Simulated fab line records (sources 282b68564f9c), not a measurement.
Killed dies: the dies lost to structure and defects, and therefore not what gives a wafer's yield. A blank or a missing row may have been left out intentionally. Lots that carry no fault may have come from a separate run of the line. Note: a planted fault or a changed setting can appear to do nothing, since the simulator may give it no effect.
The same fault as seen by 2 desks / flow rit-cmos / numbers are kept per desk, each desk with only its own; the story behind them comes last

## TOOL OWNER'S DESK, plasma-asher-02
The tool's own readings at RIT_NWELL_STRIP_09 (strips in O2, time 180 s): means of the sampled wafers that have a number, for each lot that ran on this tool. The brackets show how far a lot's mean lies from the usual mean; more than 4 standard deviations puts the lot out of limits, marked OUT.
Columns: A = drypump-motor-current-A at RIT_NWELL_STRIP_09, usual 5.7 A; B = rf-refl-power-W at RIT_NWELL_STRIP_09, usual 5.9 W; C = run-length-s at RIT_NWELL_STRIP_09, usual 208.3 s
lot=L396; first seen here=day 2 06:44; A=5.5; B=5.2; C=208.0
lot=L409; first seen here=day 5 01:42; A=5.9; B=5.2; C=72.1 (-99 or more) OUT
Finding of this desk: L409 out of limits; the first was L409 at day 5 01:42, on run-length-s at RIT_NWELL_STRIP_09. L396 stayed within limits.

## METROLOGY DESK
What the gauges read, lot by lot, whatever tool the lot ran on: means of the sampled wafers that have a number. The brackets show how far a lot's mean lies from the usual mean; more than 4 standard deviations puts the lot out of limits, marked OUT.
Columns: A = FIELD_OXIDE_LEFT_1_THK at RIT_FOX2_THK_MEAS_90, usual 325 nm; B = NWELL_OVL at RIT_NWELL_OVL_MEAS_06, usual -0.2 nm; C = NWELL_TW at RIT_NWELL_TW_MEAS_10, usual 2135
lot=L396; first seen here=day 2 05:14; A=329; B=0.6; C=2129
lot=L404; first seen here=day 3 21:54; A=331; B=-1.7; C=2159
lot=L409; first seen here=day 5 00:12; A=328; B=1.6; C=2141
lot=L410; first seen here=day 5 05:12; A=324; B=-1.4; C=2137
lot=L415; first seen here=day 6 04:23; A=316; B=-0.7; C=2128
Result from this desk: across the 5 lots, nothing is out of limits.

## TAKEN TOGETHER
The tool owner's desk could have raised an alarm at day 5 01:42, on L409.
Metrology desk: nothing out of limits seen.
The metrology desk holds a record of L409, inside its limits.
Of the lots named, all ran RIT_NWELL_STRIP_09 on plasma-asher-02.

## WHAT THE SIMULATOR PUT IN
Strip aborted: plasma-asher-02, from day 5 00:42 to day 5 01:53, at RIT_NWELL_STRIP_09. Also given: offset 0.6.
Struck lots among those shown: L409.
Each desk's first reading out of limits, in hours after the fault started: the tool owner's desk, 1.
